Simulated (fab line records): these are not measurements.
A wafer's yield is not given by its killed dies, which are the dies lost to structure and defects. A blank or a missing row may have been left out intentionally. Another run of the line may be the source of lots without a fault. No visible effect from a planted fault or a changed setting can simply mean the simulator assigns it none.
The tool behind it: which one? :: flow berkeley cmos170 :: Sampling: 7 lots, 21 wafers, 2 of 331 route steps

## WHAT THE GAUGES SHOWED, per wafer
UCB170_NWELL_TW_MEAS_16.
lot: L683
measured: day 2 18:52
on: film metro-04
NWELL_TW: 1251 1252 1258

lot: L686
measured: day 3 07:44
on: film metro-03
NWELL_TW: 1425 1424 1419

lot: L695
measured: day 5 14:00
on: film metro-04
NWELL_TW: 1262 1259 1262

lot: L694
measured: day 5 14:35
on: film metro-03
NWELL_TW: 1244 1245 1240

lot: L699
measured: day 6 05:57
on: film metro-04
NWELL_TW: 1266 1273 1264

lot: L701
measured: day 6 19:01
on: film metro-04
NWELL_TW: 1261 1262 1259

lot: L703
measured: day 7 07:39
on: film metro-04
NWELL_TW: 1254 1249 1253

## WHAT TOOL EACH LOT RAN ON (gives the tool, then ch and the chambers of the sampled wafers, and finally the start)
lot: L683
UCB170_NWELL_IMPLANT_14: implanter-02 ch 0, day 2 18:37

lot: L686
UCB170_NWELL_IMPLANT_14: implanter-03 ch 0, day 3 07:31

lot: L695
UCB170_NWELL_IMPLANT_14: implanter-02 ch 0, day 5 13:45

lot: L694
UCB170_NWELL_IMPLANT_14: implanter-02 ch 0, day 5 14:20

lot: L699
UCB170_NWELL_IMPLANT_14: implanter-03 ch 0, day 6 05:42

lot: L701
UCB170_NWELL_IMPLANT_14: implanter-01 ch 0, day 6 18:47

lot: L703
UCB170_NWELL_IMPLANT_14: implanter-02 ch 0, day 7 07:24
- UCB170_NWELL_IMPLANT_14

## THE ANSWER, worked out from the rows above alone
Rule: the lots themselves supply what counts as usual. The widest of any qualifying gaps counts: lots, ordered by their means at a reading, are off when they make up no more than a third of the lots, leave a main group of 4 or more, and stand apart from it by 3 or more times the standard deviation of that group's means. A main group is skipped when, at the precision printed for the reading in the tables above, its means are all equal. Also off: a lot with no number at a reading for which 4 or more lots have one. Any other lot the step has rows for is counted as sound.
Off: L686, at UCB170_NWELL_TW_MEAS_16 (NWELL_TW). For the main group the mean is 1256 and the standard deviation 7.9.
If a tool, at a process step before that reading, ran all the lots that are off and no sound lot after the first of them, it fits. The gauges at UCB170_NWELL_TW_MEAS_16 are tried like those tools. Of those tried, none fits.

## WHAT THE SIMULATOR HAD INSERTED
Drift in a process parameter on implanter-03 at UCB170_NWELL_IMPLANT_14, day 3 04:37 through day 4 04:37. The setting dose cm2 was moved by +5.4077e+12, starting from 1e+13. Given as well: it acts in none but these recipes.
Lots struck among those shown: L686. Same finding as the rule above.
